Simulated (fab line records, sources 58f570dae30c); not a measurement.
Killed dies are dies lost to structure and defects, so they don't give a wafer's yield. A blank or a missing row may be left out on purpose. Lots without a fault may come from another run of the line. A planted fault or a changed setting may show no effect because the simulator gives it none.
One fault seen from 2 desks | flow berkeley_cmos170 | each desk has only its own numbers; what lay behind them comes last

THE TOOL OWNER'S DESK: litho_track-02
The tool's own readings at UCB170_V2_PEB_10: means of the sampled wafers that have a number, for each lot that ran on this tool. A lot is out of limits, marked OUT, if its mean lies more than 4 standard deviations from the usual mean; the brackets give that distance.
Columns: A = heater_power_total_W at UCB170_V2_PEB_10, usual 56.79 W; B = plate_temp_C at UCB170_V2_PEB_10, usual 129.99 C
lot  | first seen here | A               | B
L512 | day 10 10:32    | 56.77           | 129.97
L515 | day 10 20:28    | 56.77           | 129.95
L514 | day 10 22:48    | 61.12 (+90) OUT | 137.57 (+63) OUT
L517 | day 11 08:41    | 61.08 (+89) OUT | 137.52 (+63) OUT
L527 | day 13 19:44    | 56.80           | 129.88
L526 | day 13 22:58    | 56.77           | 129.94
This desk's finding: out of limits on L514, L517; first on L514, day 10 22:48 (heater_power_total_W at UCB170_V2_PEB_10). In limits: L512, L515, L527, L526.

THE METROLOGY DESK
What the gauges read, lot by lot, whatever tool the lot ran on: means of the sampled wafers that have a number. A lot is out of limits, marked OUT, if its mean lies more than 4 standard deviations from the usual mean; the brackets give that distance.
Columns: A = cd_nm at UCB170_V2_CD_MEAS_12, usual 699.9 nm
lot  | first seen here | A
L505 | day 9 05:43     | 697.7
L504 | day 9 06:43     | 697.5
L506 | day 9 12:07     | 701.6
L508 | day 9 20:41     | 702.5
L510 | day 9 21:02     | 699.9
L512 | day 10 10:48    | 699.3
L513 | day 10 12:50    | 701.2
L515 | day 10 20:44    | 699.1
L514 | day 10 23:04    | 733.8 (+26) OUT
L517 | day 11 08:58    | 734.5 (+27) OUT
L524 | day 12 15:47    | 700.1
L525 | day 13 10:32    | 701.6
L527 | day 13 20:07    | 699.1
L526 | day 13 23:14    | 701.0
This desk's finding: out of limits on L514, L517; first on L514, day 10 23:04 (cd_nm at UCB170_V2_CD_MEAS_12). In limits: L505, L504, L506, L508, L510, L512, L513, L515, L524, L525, L527, L526.

PUT TOGETHER
The tool owner's desk could have raised an alarm at day 10 22:48, on L514, L517.
The metrology desk could have raised an alarm at day 10 23:04, on L514, L517.
Of the lots named, all ran UCB170_V2_PEB_10 on litho_track-02.

WHAT THE SIMULATOR HAD PUT IN
Process parameter drift: litho_track-02, from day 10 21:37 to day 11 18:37, at UCB170_V2_PEB_10. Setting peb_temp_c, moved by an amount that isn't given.
Lots struck among those shown: L514, L517.
Hours from the fault's start to each desk's first reading out of limits: the tool owner's desk, 1; the metrology desk, 1.
